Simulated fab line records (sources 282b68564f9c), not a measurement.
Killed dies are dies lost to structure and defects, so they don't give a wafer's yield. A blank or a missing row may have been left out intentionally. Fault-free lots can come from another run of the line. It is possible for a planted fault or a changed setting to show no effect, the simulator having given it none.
fab line records	flow ritCmos
record lots=14	wafers=42	lastDay=8
route steps=202 shown PRETRO@66 M1@202
lots untouched by any fault: they come from a run of this same line in which no faults occurred
startH: the number of hours between the record's first day and the start of the first shown wafer of the lot	waitH: hours elapsed since this lot's preceding step	" unchanged from the row above	L1.1+2: a row that stands for several wafers	- value missing, or start not given	* or withheld: withheld	< > ~ a bound
route shown NAME@n: a module of which the file shows steps, and the number in the route of the first	usual: mean/standard deviation of fault-free wafers	same: alike in all rows	chamber/n: place in a boat	sites: each site's reading	_std_site: their standard deviation	_edge_site: the outer-site mean with the inner-site mean subtracted	radiusMm: for every site, how far away it sits from the centre of the wafer	mask NAME#n: copy n	behind: the last tool/chamber to shape the wafer	hold: why the lot was held/for how many hours/how that ended	device: the n, p or np transistor that did not switch	end of line: the route-end tests of the same wafers	step lacking rows: just its recipe	killed: the dies lost at the first sort to structure and to defects; this is not the yield of the wafer	map: the dies of a wafer, with x for killed, . for not killed, _ for no die there
set.NAME: the setting as run; set.NAME@STEP: as run at that earlier step	model.NAME: the simulator's own value behind a step, which no gauge read
the route's steps for a sample of lots (tables are steps, rows are wafers)
## steps
# step RIT_PRETRO_SOFTBAKE_02
# recipe resist=NOVOLAK	tempC=90	timeS=60
# usual chillPlateTempC=22.98/0.11	heaterPowerTotalW=34.57/0.049	plateTempC=90.00/0.11
lot.wafer	tool	chamber	startH	waitH	chillPlateTempC	heaterPowerTotalW	plateTempC
L214.1	lithoTrack-02	0	34.08	0.1	22.70	34.58	90.18
L214.5	"	0	"	"	22.90	34.50	90.10
L214.6	"	0	"	"	22.94	34.59	90.00
L215.4	lithoTrack-03	0	39.57	0.1	23.08	34.55	89.97
L215.5	"	0	"	"	23.02	34.53	89.94
L215.6	"	0	"	"	22.90	34.58	89.91
L216.3	lithoTrack-03	0	44.33	0.1	23.03	34.51	89.92
L216.4	"	0	"	"	23.04	34.58	90.15
L216.5	"	0	"	"	22.91	34.55	90.05
L217.1	lithoTrack-02	0	49.42	0.1	22.99	34.56	89.99
L217.2	"	0	"	"	23.05	34.60	89.82
L217.5	"	0	"	"	23.03	34.54	90.17
L218.2	lithoTrack-04	0	55.18	0.1	22.90	34.64	89.95
L218.4	"	0	"	"	23.04	34.58	89.86
L218.6	"	0	"	"	22.98	34.62	90.02
L219.1	lithoTrack-02	0	60.91	0.1	23.09	34.59	90.11
L219.3	"	0	"	"	22.97	34.56	90.01
L219.4	"	0	"	"	23.10	34.59	89.96
L220.3	lithoTrack-02	0	69.34	0.1	22.90	34.91	90.71
L220.4	"	0	"	"	23.04	34.95	90.55
L220.5	"	0	"	"	22.86	34.92	90.73
L223.2	lithoTrack-03	0	84.04	0.1	22.98	34.51	90.01
L223.4	"	0	"	"	22.86	34.57	89.86
L223.5	"	0	"	"	22.81	34.58	89.87
L225.1	lithoTrack-02	0	92.05	0.1	22.92	34.82	90.69
L225.2	"	0	"	"	23.07	34.94	90.62
L225.3	"	0	"	"	22.98	34.86	90.71
L229.4	lithoTrack-04	0	110.07	0.1	23.06	34.56	90.01
L229.5	"	0	"	"	22.97	34.47	90.00
L229.6	"	0	"	"	23.20	34.61	89.99
L230.1	lithoTrack-03	0	116.08	0.1	23.22	34.59	90.02
L230.2	"	0	"	"	23.21	34.51	89.92
L230.4	"	0	"	"	23.17	34.64	89.99
L233.1	lithoTrack-04	0	128.16	0.1	22.86	34.59	90.00
L233.2	"	0	"	"	22.89	34.58	90.09
L233.3	"	0	"	"	22.99	34.63	90.12
L236.1	lithoTrack-03	0	144.23	0.1	23.07	34.56	89.96
L236.2	"	0	"	"	22.96	34.46	89.84
L236.4	"	0	"	"	22.93	34.54	90.00
L237.1	lithoTrack-03	0	149.23	0.1	22.78	34.70	90.01
L237.2	"	0	"	"	22.93	34.64	89.89
L237.3	"	0	"	"	22.95	34.55	90.28
# step RIT_M1_PROBE_99
# usual killed_at_M0_to_M3=0.0/0.12	killedAtContacts=0.0/0.16	killedAtFrontEnd=7.5/2.8	killedDies=7.6/2.9	killedOpen=3.7/2	killedShort=3.8/2
# same grossDies=264	killed_at_M4_up=0	killedAtBackSide=0	killedAtOther=0
lot.wafer	tool	chamber	startH	waitH	killed_at_M0_to_M3	killedAtContacts	killedAtFrontEnd	killedDies	killedOpen	killedShort
L216.3	prober-01	-	78.00	0.2	0	0	10	10	4	6
L216.4	prober-01	-	78.05	0.2	0	0	8	8	4	4
L216.5	prober-01	-	78.10	0.2	0	0	7	7	4	3
L229.4	prober-01	-	141.29	0.2	0	0	4	4	2	2
L229.5	prober-01	-	141.34	0.2	0	1	4	5	2	3
L229.6	prober-01	-	141.39	0.2	0	0	6	6	5	1
L230.1	prober-02	-	146.07	0.1	0	0	8	8	5	3
L230.2	prober-02	-	146.12	0.1	0	0	6	6	1	5
L230.4	prober-02	-	146.22	0.2	0	0	10	10	4	6
L236.1	prober-02	-	180.63	0.1	0	0	13	13	5	8
L236.2	prober-02	-	180.68	0.1	0	0	9	9	4	5
L236.4	prober-02	-	180.78	0.2	0	0	6	6	4	2
# killed by level:class
L216.3 GATE:geometricParticle:short=3 GATE:geometricParticle:open=2 FOX2:geometricParticle:open=1 FOX2:geometricParticle:short=1 REOX:geometricParticle:short=1 SPACER:geometricParticle:short=1 SILICIDE:geometricParticle:open=1
L216.4 FOX2:geometricParticle:short=2 REOX:geometricParticle:short=2 SPACER:geometricParticle:open=2 GATE:geometricParticle:open=1 REOX:geometricParticle:open=1
L216.5 GATE:geometricParticle:open=2 SPACER:geometricParticle:short=2 FOX2:geometricParticle:open=1 GATE:geometricParticle:short=1 SPACER:geometricParticle:open=1
L229.4 GATE:geometricParticle:open=1 GATE:geometricParticle:short=1 SPACER:geometricParticle:open=1 SPACER:geometricParticle:short=1
L229.5 REOX:geometricParticle:short=2 GATE:geometricParticle:short=1 GATE:geometricParticle:open=1 CONTACT:geometricParticle:open=1
L229.6 GATE:geometricParticle:open=3 FOX1:geometricParticle:open=1 FOX2:geometricParticle:open=1 GATE:geometricParticle:short=1
L230.1 GATE:geometricParticle:open=4 GATE:geometricParticle:short=2 FOX2:geometricParticle:short=1 SPACER:geometricParticle:open=1
L230.2 SPACER:geometricParticle:short=2 SILICIDE:geometricParticle:short=2 FOX2:geometricParticle:short=1 SPACER:geometricParticle:open=1
L230.4 FOX2:geometricParticle:short=2 GATE:geometricParticle:short=2 FOX2:geometricParticle:open=1 GATE:geometricParticle:open=1 REOX:geometricParticle:open=1 REOX:geometricParticle:short=1 SPACER:geometricParticle:open=1 SILICIDE:geometricParticle:short=1
L236.1 FOX1:geometricParticle:short=3 GATE:geometricParticle:short=3 GATE:geometricParticle:open=3 FOX2:geometricParticle:short=1 REOX:geometricParticle:open=1 REOX:geometricParticle:short=1 SPACER:geometricParticle:open=1
L236.2 GATE:geometricParticle:open=3 SPACER:geometricParticle:short=3 FOX1:geometricParticle:short=1 FOX1:geometricParticle:open=1 REOX:geometricParticle:short=1
L236.4 GATE:geometricParticle:open=3 GATE:geometricParticle:short=2 SILICIDE:geometricParticle:open=1
## key
firstSign step=RIT_PRETRO_SOFTBAKE_02	reading=heaterPowerTotalW	direction=up	sigmas=6.7	usual=34.57	struck=34.90
effect step=RIT_PRETRO_SOFTBAKE_02	reading=plateTempC	direction=up	sigmas=6.2	usual=*	struck=*
metAt RIT_PRETRO_SOFTBAKE_02
struckLots L220,L225
testerLeftOut L220,L225
onsetBetween 60.91 69.34
fault kind=processParameterDrift	tool=lithoTrack-02	chamber=-	onsetH=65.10	steps=RIT_PRETRO_SOFTBAKE_02	channel=tempC	offset=*	shape=step	endH=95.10	actsIn=*	stated=*
# testerLeftOut: of these lots the tester's yield and bins aren't shown, on N5 and GAA mostly nor the transistor test; their killed dies are dies lost to structure and defects alone, not to doping, threshold or leakage, so they don't give the yield
